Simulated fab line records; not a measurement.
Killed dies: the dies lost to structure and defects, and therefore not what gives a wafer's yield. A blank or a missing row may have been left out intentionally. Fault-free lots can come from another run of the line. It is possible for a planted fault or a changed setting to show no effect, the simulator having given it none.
Which tool did it? | flow berkeleyCmos170 | 14 lots, 42 wafers sampled, at 4 steps of a route of 331

## WHAT THE GAUGES READ, wafer by wafer
UCB170_PWELL_TW_MEAS_17. Usual: PWELL_TW gives 378.5 (standard deviation 2.4).
lot  | measured    | on           | PWELL_TW          | flag
L313 | day 3 10:28 | filmMetro-04 | 373.4 377.4 374.7 | 
L314 | day 3 20:32 | filmMetro-03 | 379.5 379.5 378.8 | 
L316 | day 4 06:27 | filmMetro-03 | 376.9 375.9 375.7 | 
L317 | day 4 06:43 | filmMetro-01 | 380.9 381.9 379.8 | 
L319 | day 4 15:13 | filmMetro-01 | 380.4 380.2 379.7 | 
L318 | day 4 15:33 | filmMetro-03 | 378.9 378.9 378.6 | 
L320 | day 5 01:59 | filmMetro-04 | 375.9 375.8 375.5 | 
L321 | day 5 02:11 | filmMetro-01 | 381.4 381.2 380.7 | 
L322 | day 5 10:51 | filmMetro-04 | 376.8 375.7 375.8 | 
L323 | day 5 11:06 | filmMetro-04 | 377.2 377.2 374.3 | 
L324 | day 5 16:39 | filmMetro-03 | 378.2 379.0 381.2 | 
L325 | day 5 16:43 | filmMetro-03 | 378.7 381.6 379.4 | 
L329 | day 6 16:11 | filmMetro-03 | 406.5 405.5 405.3 | OFF
L333 | day 7 07:47 | filmMetro-04 | 399.7 399.4 398.1 | OFF

UCB170_V2_OVL_MEAS_13. Usual: V2_OVL gives -4 nm (standard deviation 5.5).
lot  | measured     | on         | V2_OVL (nm) | flag
L313 | day 8 18:06  | overlay-01 | -2 -8 -4    | 
L314 | day 9 03:19  | overlay-01 | -5 -1 1     | 
L316 | day 9 16:02  | overlay-01 | 6 -7 -2     | 
L317 | day 9 18:52  | overlay-01 | -11 -9 -16  | 
L319 | day 10 08:17 | overlay-01 | -3 -9 -7    | 
L318 | day 10 08:31 | overlay-01 | 1 2 -4      | 
L320 | day 10 08:46 | overlay-02 | -6 -14 -12  | 
L321 | day 10 06:56 | overlay-02 | 1 -2 -7     | 
L322 | day 11 02:13 | overlay-01 | 8 5 6       | 
L323 | day 11 03:36 | overlay-02 | -11 -9 -8   | 
L324 | day 11 21:57 | overlay-02 | -10 -10 -3  | 
L325 | day 11 21:40 | overlay-02 | -2 -2 1     | 
L329 | day 13 22:29 | overlay-01 | -3 -7 -4    | 
L333 | day 13 22:32 | overlay-01 | -13 -3 -7   | 

## EACH LOT AND THE TOOL THAT RAN IT (in order: tool; ch and the chambers of the sampled wafers; start)
lot  | UCB170_PWELL_IMPLANT_15        | UCB170_CONTACT_STRIP_19
L313 | implanter-02 ch 0, day 3 10:16 | plasmaAsher-01 ch 0,1, day 8 05:01
L314 | implanter-01 ch 0, day 3 20:17 | plasmaAsher-04 ch 0,1, day 8 15:28
L316 | implanter-04 ch 0, day 4 06:13 | plasmaAsher-03 ch 0, day 9 03:34
L317 | implanter-02 ch 0, day 4 06:28 | plasmaAsher-04 ch 1, day 9 04:06
L319 | implanter-04 ch 0, day 4 14:59 | plasmaAsher-04 ch 0,1, day 9 20:21
L318 | implanter-02 ch 0, day 4 15:19 | plasmaAsher-03 ch 0,1, day 9 20:41
L320 | implanter-02 ch 0, day 5 01:44 | plasmaAsher-01 ch 0,1, day 9 20:28
L321 | implanter-04 ch 0, day 5 01:58 | plasmaAsher-01 ch 1, day 9 20:05
L322 | implanter-04 ch 0, day 5 10:36 | plasmaAsher-04 ch 0,1, day 10 14:49
L323 | implanter-02 ch 0, day 5 10:51 | plasmaAsher-04 ch 0,1, day 10 16:55
L324 | implanter-02 ch 0, day 5 16:25 | plasmaAsher-03 ch 0,1, day 11 07:54
L325 | implanter-01 ch 0, day 5 16:28 | plasmaAsher-01 ch 0,1, day 11 08:31
L329 | implanter-02 ch 0, day 6 15:58 | plasmaAsher-04 ch 0,1, day 12 13:33
L333 | implanter-02 ch 0, day 7 07:32 | plasmaAsher-04 ch 0,1, day 12 15:05
- UCB170_PWELL_IMPLANT_15
- UCB170_CONTACT_STRIP_19: strips in O2.

## WHAT THE TOOLS THEMSELVES READ (means of the sampled wafers that have a number; where no wafer has one, the mark that the record gives instead)
UCB170_PWELL_IMPLANT_15. Usual: beamOnS 9.99 s, standard deviation 0.2; faradayCurrentUA 15.9, standard deviation 0.31.
lot  | tool         | beamOnS (s) | faradayCurrentUA | flag
L313 | implanter-02 | 10.12       | 15.7             | 
L314 | implanter-01 | 9.85        | 16.1             | 
L316 | implanter-04 | 9.98        | 15.8             | 
L317 | implanter-02 | 10.04       | 15.8             | 
L319 | implanter-04 | 9.83        | 16.1             | 
L318 | implanter-02 | 10.10       | 15.7             | 
L320 | implanter-02 | 10.11       | 15.7             | 
L321 | implanter-04 | 10.07       | 15.7             | 
L322 | implanter-04 | 9.86        | 16.0             | 
L323 | implanter-02 | 10.20       | 15.6             | 
L324 | implanter-02 | 9.93        | 15.9             | 
L325 | implanter-01 | 9.94        | 16.0             | 
L329 | implanter-02 | 12.29       | 12.9             | OFF
L333 | implanter-02 | 12.25       | 13.0             | OFF

UCB170_CONTACT_STRIP_19. Usual: drypumpMotorCurrentA 5.8 A, standard deviation 0.52; oesProductAu 0.726 a.u., standard deviation 0.0045.
lot  | tool           | drypumpMotorCurrentA (A) | oesProductAu (a.u.) | flag
L313 | plasmaAsher-01 | 5.8                      | 0.726               | 
L314 | plasmaAsher-04 | 5.3                      | 0.727               | 
L316 | plasmaAsher-03 | 6.5                      | 0.728               | 
L317 | plasmaAsher-04 | 5.0                      | 0.727               | 
L319 | plasmaAsher-04 | 5.7                      | 0.727               | 
L318 | plasmaAsher-03 | 5.9                      | 0.724               | 
L320 | plasmaAsher-01 | 5.7                      | 0.725               | 
L321 | plasmaAsher-01 | 5.5                      | 0.728               | 
L322 | plasmaAsher-04 | 5.7                      | 0.731               | 
L323 | plasmaAsher-04 | 5.7                      | 0.724               | 
L324 | plasmaAsher-03 | 5.9                      | 0.727               | 
L325 | plasmaAsher-01 | 5.8                      | 0.725               | 
L329 | plasmaAsher-04 | 5.3                      | 0.729               | 
L333 | plasmaAsher-04 | 5.4                      | 0.723               | 

## THE ANSWER, worked out from the rows above alone
Rule: a lot is off if the mean of its wafers that have a number lies more than 3 standard deviations from the usual mean. Also off: a lot with no number at a reading for which 4 or more lots have one. The other lots that the step has rows for count as sound. Order of review: gauges by route order, followed by the tools' own readings, for which a lot's mean as printed above is used. At the first step where some lot is off, the reading lying furthest off is the one used; lots without a number count as furthest.
Off: L329, L333, at UCB170_PWELL_TW_MEAS_17 (PWELL_TW).
If a tool, at a process step before that reading, ran all the lots that are off and no sound lot after the first of them, it fits. Not tried: the gauges at UCB170_PWELL_TW_MEAS_17; whatever is off there is also off at UCB170_PWELL_IMPLANT_15, on other tools, and gauge error can't account for it. One fits: UCB170_PWELL_IMPLANT_15 on implanter-02. Its last sound lot is L324 (day 5 16:25), its first lot that is off L329 (day 6 15:58): a fault that began between those two fits.
The tool's own readings at UCB170_PWELL_IMPLANT_15 bear it out: on the lots that are off they differ by more than 5 times the standard deviation of the sound lots' means. beamOnS reads 12.27 s there against 10.00 s on the sound lots; faradayCurrentUA reads 12.9 there against 15.8 on the sound lots.

## WHAT WAS PUT IN BY THE SIMULATOR
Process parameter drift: implanter-02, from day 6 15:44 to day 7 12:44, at UCB170_PWELL_IMPLANT_15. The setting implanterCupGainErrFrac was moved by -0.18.
Shown lots that were struck: L329, L333. The same result came from the rule above.
